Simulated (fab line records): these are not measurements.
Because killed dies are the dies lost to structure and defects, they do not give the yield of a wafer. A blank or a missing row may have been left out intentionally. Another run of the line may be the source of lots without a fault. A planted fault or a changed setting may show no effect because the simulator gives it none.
fab line records | flow rit_cmos | part 2 of 2: steps 34 to 43 of 43
[record] lots = 5 | wafers = 15 | last_day = 6
route steps=202 shown NRETRO@61 PRETRO@64 GATE@75 FOX2@80 REOX@98 NLDD@103
lots with no fault: from the same line, run without faults
start_h: the number of hours between the record's first day and the start of the first shown wafer of the lot | wait_h: hours from the lot's prior step to this one | " identical to the entry in the row above | L1.1+2: one row covering several wafers at once | - value missing, or start not given | * or withheld: withheld | < > ~ a bound
route shown NAME@n: a module of which the file shows steps, and the number in the route of the first | usual: the fault-free wafers' mean and standard deviation | same: alike in all rows | chamber/n: place in a boat | sites: readings site by site | _std_site: standard deviation of those values | _edge_site: inner sites' mean taken away from outer sites' mean | radius_mm: for every site, how far away it sits from the centre of the wafer | mask NAME#n: copy n | behind: the most recent tool/chamber to have shaped the wafer | hold: why the lot went on hold/how many hours it stayed there/how the hold came to an end | device: the transistor (n, p or np) that didn't switch | end of line: the same wafers' tests at the end of the route | a step without rows: its recipe alone | killed: dies lost to structure and defects at the first sort, not the wafer's yield | map: dies across one wafer; x = killed, . = not, _ = none there
set.NAME: the run value of the setting; set.NAME@STEP: its run value at that earlier step | model.NAME: the simulator's own value behind a step, which no gauge read
lots seen at some steps along the route; tables by step, rows by wafer
services: from which hour (start_h, from the record's first day; less than 0 if before it) a tool's chamber was out of use, for how many hours, and why
[[steps]]
[step RIT_GATE_HARDBAKE_18]
[recipe] resist = NOVOLAK | temp_c = 140 | time_s = 60
lot.wafer  | tool           | chamber | start_h | wait_h
L075.2+4+5 | litho_track-01 | 0       | 45.20   | 0.0
L082.1+3+5 | litho_track-04 | 0       | 76.66   | 0.0
L084.1+4+6 | litho_track-04 | 0       | 87.19   | 0.4
L088.3+4+5 | litho_track-04 | 0       | 108.95  | 0.1
L092.1+4+5 | litho_track-04 | 0       | 129.10  | 0.0
[step RIT_GATE_ETCH_19]
[recipe] chemistry = SF6/CHF3/O2 | time_s = 165 | SF6_flow_sccm = 30 | CHF3_flow_sccm = 30 | O2_flow_sccm = 5 | target = poly-Si | pressure_mtorr = 40 | rf_w = 160 | target_depth_a = 3125 | over_etch_frac = 0.25 | stop_on = SiO2
[usual] O2_flow_sccm = 4.997/0.014 | chamber_pressure_mTorr = 40.00/0.038 | drypump_motor_current_A = 5.50/0.2 | oes_product_au = 0.851/0.013 | throttle_valve_pct = 10.22/0.14
[same] over_etch_frac = 0.25
lot.wafer | tool      | chamber | start_h | wait_h | O2_flow_sccm | chamber_pressure_mTorr | drypump_motor_current_A | oes_product_au | rf_hours_counter_h | throttle_valve_pct
L075.2    | rie_si-02 | 1       | 45.32   | 0.1    | 5.013        | 39.98                  | 5.55                    | 0.838          | 142                | 10.22
L075.4    | "         | 2       | "       | "      | 4.968        | 39.92                  | 5.40                    | 0.867          | 1                  | 10.16
L075.5    | "         | 3       | "       | "      | 5.022        | 40.01                  | 5.36                    | 0.840          | -                  | 10.42
L082.1    | rie_si-01 | 0       | 76.81   | 0.1    | 4.975        | 40.01                  | 5.11                    | 0.868          | 127                | 10.15
L082.3    | "         | 2       | "       | "      | 5.013        | 40.00                  | 5.52                    | 0.864          | 130                | 10.35
L082.5    | "         | 3       | "       | "      | 4.984        | 40.01                  | 5.53                    | 0.851          | -                  | 10.19
L084.1    | rie_si-01 | 0       | 87.34   | 0.1    | 5.004        | 39.99                  | 5.12                    | 0.858          | 127                | 10.15
L084.4    | "         | 1       | "       | "      | 4.983        | 39.98                  | 5.74                    | 0.851          | 49                 | 9.96
L084.6    | "         | 2       | "       | "      | 4.983        | 40.02                  | 5.49                    | 0.864          | -                  | 10.37
L088.3    | rie_si-01 | 0       | 109.05  | 0.1    | 4.998        | 40.05                  | 5.10                    | 0.849          | 128                | 10.16
L088.4    | "         | 2       | "       | "      | 4.990        | 40.06                  | 5.47                    | 0.857          | 130                | 10.35
L088.5    | "         | 3       | "       | "      | 4.983        | 39.96                  | 5.50                    | 0.848          | -                  | 10.21
L092.1    | rie_si-01 | 0       | 129.25  | 0.1    | 4.985        | 40.03                  | 5.12                    | 0.864          | 128                | 10.15
L092.4    | "         | 3       | "       | "      | 4.985        | 39.95                  | 5.53                    | 0.836          | 7                  | 10.20
L092.5    | "         | 0       | "       | "      | 5.003        | 40.02                  | 5.13                    | 0.854          | -                  | 10.15
[step RIT_GATE_STRIP_20]
[recipe] chemistry = O2 | time_s = 180 | resist = NOVOLAK | platen_temp_c = withheld | power_w = 500 | pressure_mtorr = 4000 | o2_flow_sccm = 4000
[usual] chamber_pressure_mTorr = 4000/3.7 | drypump_motor_current_A = 6.0/0.39 | rf_refl_power_W = 6.5/1.2
lot.wafer | tool            | chamber | start_h | wait_h | chamber_pressure_mTorr | drypump_motor_current_A | rf_hours_counter_h | rf_refl_power_W
L075.2    | plasma_asher-04 | 1       | 45.43   | 0.1    | 4004                   | 5.4                     | 40                 | 7.3
L075.4    | "               | 1       | "       | "      | 4006                   | 5.4                     | -                  | 7.5
L075.5    | "               | 1       | "       | "      | 4001                   | 5.4                     | -                  | 7.7
L082.1    | plasma_asher-02 | 1       | 76.92   | 0.1    | 3995                   | 6.4                     | 29                 | 7.7
L082.3    | "               | 1       | "       | "      | 4005                   | 6.4                     | -                  | 8.2
L082.5    | "               | 0       | "       | "      | 4003                   | 6.1                     | -                  | 5.2
L084.1    | plasma_asher-04 | 1       | 87.45   | 0.1    | 4001                   | 5.4                     | 44                 | 7.5
L084.4    | "               | 1       | "       | "      | 3999                   | 5.5                     | -                  | 7.7
L084.6    | "               | 1       | "       | "      | 4005                   | 5.4                     | -                  | 7.7
L088.3    | plasma_asher-03 | 1       | 109.22  | 0.1    | 4002                   | 5.6                     | -                  | 5.2
L088.4    | "               | 0       | "       | "      | 3999                   | 6.5                     | -                  | 7.0
L088.5    | "               | 1       | "       | "      | 3995                   | 5.6                     | -                  | 4.9
L092.1    | plasma_asher-04 | 1       | 129.36  | 0.1    | 4008                   | 5.4                     | 1                  | 7.7
L092.4    | "               | 1       | "       | "      | 3998                   | 5.4                     | -                  | 7.6
L092.5    | "               | 0       | "       | "      | 4002                   | 6.0                     | -                  | 5.9
[step RIT_GATE_CD_MEAS_90]
[recipe] target_cd_nm = 150
[usual] cd_nm = 150.6/2
lot.wafer | tool      | chamber | start_h | wait_h | cd_nm
L075.2    | cd_sem-02 | -       | 45.62   | 0.1    | 151.7
L075.4    | "         | -       | "       | "      | 150.5
L075.5    | "         | -       | "       | "      | 151.8
L082.1    | cd_sem-01 | -       | 77.09   | 0.1    | 150.0
L082.3    | "         | -       | "       | "      | 149.4
L082.5    | "         | -       | "       | "      | 149.8
L084.1    | cd_sem-02 | -       | 87.62   | 0.1    | 153.4
L084.4    | "         | -       | "       | "      | 150.5
L084.6    | "         | -       | "       | "      | 152.9
L088.3    | cd_sem-02 | -       | 109.38  | 0.1    | 150.0
L088.4    | "         | -       | "       | "      | 152.1
L088.5    | "         | -       | "       | "      | 150.6
L092.1    | cd_sem-02 | -       | 129.53  | 0.1    | 151.3
L092.4    | "         | -       | "       | "      | 151.7
L092.5    | "         | -       | "       | "      | 152.1
[step RIT_REOX_CLEAN_00]
[recipe] chemistry = SC1 | mix = 3:3:50 | time_s = 600 | temp_c = 75
[usual] bath_guard_temp_C = 74.9/0.5
lot.wafer | tool         | chamber | start_h | wait_h | bath_guard_temp_C
L075.2    | wet_bench-01 | 3       | 45.72   | 0.1    | 74.9
L075.4    | "            | 3       | "       | "      | 75.4
L075.5    | "            | 3       | "       | "      | 75.2
L082.1    | wet_bench-01 | 1       | 77.21   | 0.1    | 75.8
L082.3    | "            | 1       | "       | "      | 75.5
L082.5    | "            | 1       | "       | "      | 75.8
L084.1    | wet_bench-01 | 0       | 87.74   | 0.1    | 75.0
L084.4    | "            | 0       | "       | "      | 75.3
L084.6    | "            | 0       | "       | "      | 74.9
L088.3    | wet_bench-04 | 0       | 109.46  | 0.1    | 74.7
L088.4    | "            | 0       | "       | "      | 74.7
L088.5    | "            | 0       | "       | "      | 74.3
L092.1    | wet_bench-02 | 1       | 129.65  | 0.1    | 74.8
L092.4    | "            | 1       | "       | "      | 75.3
L092.5    | "            | 1       | "       | "      | 74.9
[step RIT_REOX_CLEAN_01]
[recipe] chemistry = dHF | dilution = 50:1 | time_s = 30
lot.wafer  | tool         | chamber | start_h | wait_h
L075.2+4+5 | wet_bench-02 | 1       | 45.90   | 0.0
L082.1+3+5 | wet_bench-02 | 1       | 77.59   | 0.0
L084.1+4+6 | wet_bench-02 | 1       | 88.09   | 0.0
L088.3+4+5 | wet_bench-01 | 0       | 109.63  | 0.0
L092.1+4+5 | wet_bench-01 | 0       | 129.83  | 0.0
[step RIT_REOX_CLEAN_02]
[recipe] chemistry = SC2 | mix = 3:3:50 | time_s = 600 | temp_c = 75 | dry = n2_spin
[usual] bath_guard_temp_C = 74.9/0.49
lot.wafer | tool         | chamber | start_h | wait_h | bath_guard_temp_C
L075.2    | wet_bench-04 | 2       | 45.92   | 0.0    | 74.4
L075.4    | "            | 2       | "       | "      | 74.1
L075.5    | "            | 2       | "       | "      | 74.5
L082.1    | wet_bench-01 | 1       | 77.61   | 0.0    | 75.5
L082.3    | "            | 1       | "       | "      | 75.9
L082.5    | "            | 1       | "       | "      | 75.3
L084.1    | wet_bench-04 | 2       | 88.13   | 0.0    | 74.4
L084.4    | "            | 2       | "       | "      | 74.6
L084.6    | "            | 2       | "       | "      | 74.0
L088.3    | wet_bench-04 | 3       | 109.67  | 0.0    | 73.9
L088.4    | "            | 3       | "       | "      | 74.1
L088.5    | "            | 3       | "       | "      | 74.5
L092.1    | wet_bench-02 | 2       | 129.86  | 0.0    | 74.8
L092.4    | "            | 2       | "       | "      | 74.6
L092.5    | "            | 2       | "       | "      | 74.5
[step RIT_REOX_OXIDATION_03]
[recipe] temp_c = 900 | ambient = O2 | target_thk_a = 252 | ox_time_s = 5580
[usual] spike_tc_source_C = 922/3 | tube_center_temp_C = 900/0.082
lot.wafer | tool       | chamber | start_h | wait_h | spike_tc_source_C | tube_center_temp_C
L075.2    | furnace-04 | 0       | 46.90   | 0.8    | 924               | 899.98
L075.4    | "          | 0       | "       | "      | 923               | 899.97
L075.5    | "          | 0       | "       | "      | 924               | 900.08
L082.1    | furnace-03 | 0       | 78.47   | 0.5    | 919               | 900.05
L082.3    | "          | 0       | "       | "      | 917               | 900.07
L082.5    | "          | 0       | "       | "      | 917               | 899.89
L084.1    | furnace-03 | 0       | 88.37   | 0.1    | 919               | 900
L084.4    | "          | 0       | "       | "      | 917               | 900.22
L084.6    | "          | 0       | "       | "      | 920               | 899.99
L088.3    | furnace-03 | 0       | 109.84  | 0.0    | 919               | 900.12
L088.4    | "          | 0       | "       | "      | 919               | 900.02
L088.5    | "          | 0       | "       | "      | 918               | 899.97
L092.1    | furnace-01 | 0       | 130.04  | 0.0    | 922               | 899.95
L092.4    | "          | 0       | "       | "      | 922               | 899.87
L092.5    | "          | 0       | "       | "      | 923               | 899.88
[step RIT_REOX_THK_MEAS_04]
[recipe] reads = SiO2_of_REOX_OXIDATION_03
[usual] REOX_OXIDE_THK = 25.2/0.45
lot.wafer | tool          | chamber | start_h | wait_h | REOX_OXIDE_THK[nm]
L075.2    | film_metro-01 | -       | 49.46   | 0.0    | 25.5
L075.4    | "             | -       | "       | "      | 25.3
L075.5    | "             | -       | "       | "      | 25.6
L082.1    | film_metro-03 | -       | 81.02   | 0.0    | 24.9
L082.3    | "             | -       | "       | "      | 25.5
L082.5    | "             | -       | "       | "      | 25.7
L084.1    | film_metro-03 | -       | 90.92   | 0.0    | 25.8
L084.4    | "             | -       | "       | "      | 25.2
L084.6    | "             | -       | "       | "      | 25.3
L088.3    | film_metro-04 | -       | 112.41  | 0.0    | 25.3
L088.4    | "             | -       | "       | "      | 25.1
L088.5    | "             | -       | "       | "      | 24.8
L092.1    | film_metro-01 | -       | 132.59  | 0.0    | 25.3
L092.4    | "             | -       | "       | "      | 25.5
L092.5    | "             | -       | "       | "      | 25.3
[step RIT_NLDD_HMDS_00]
[recipe] prime_time_s = 60 | prime_temp_c = 140
lot.wafer  | tool           | chamber | start_h | wait_h
L075.2+4+5 | litho_track-02 | 0       | 49.53   | 0.1
L082.1+3+5 | litho_track-03 | 0       | 81.27   | 0.2
L084.1+4+6 | litho_track-04 | 0       | 90.98   | 0.1
L088.3+4+5 | litho_track-04 | 0       | 112.56  | 0.1
L092.1+4+5 | litho_track-03 | 0       | 132.65  | 0.1
[[services]]
tool             | chamber | start_h | hours | kind
plasma_asher-04  | -       | 20.89   | 2.8   | pm
iline_stepper-01 | -       | 24.98   | 1.7   | pm
rie_si-01        | 2       | 26.67   | 2.1   | repair
furnace-03       | -       | 27.69   | 4.7   | pm
furnace-02       | -       | 33.84   | 4.1   | pm
wet_bench-01     | -       | 40.80   | 1.9   | pm
lpcvd-02         | -       | 47.39   | 16.1  | repair
implanter-01     | -       | 53.08   | 16.3  | pm
furnace-04       | -       | 58.82   | 3.7   | pm
rie_si-02        | 0       | 67.45   | 2.5   | repair
implanter-03     | -       | 69.36   | 92.4  | pm
rie_si-02        | 2       | 72.35   | 3.4   | repair
furnace-01       | -       | 82.05   | 3.0   | pm
iline_stepper-01 | 0       | 82.56   | -     | calibration
furnace-01       | -       | 97.15   | 4.4   | pm
plasma_asher-03  | -       | 99.70   | 4.1   | repair
plasma_asher-04  | -       | 108.75  | 9.0   | pm
plasma_asher-04  | 0       | 108.75  | 9.0   | vent_cycle
plasma_asher-04  | 1       | 108.75  | 9.0   | vent_cycle
plasma_asher-01  | -       | 112.34  | 9.9   | pm
lpcvd-01         | -       | 113.53  | 14.6  | pm
plasma_asher-04  | 0       | 117.75  | -     | clean
plasma_asher-04  | 1       | 117.75  | -     | clean
iline_stepper-02 | -       | 124.47  | 1.7   | pm
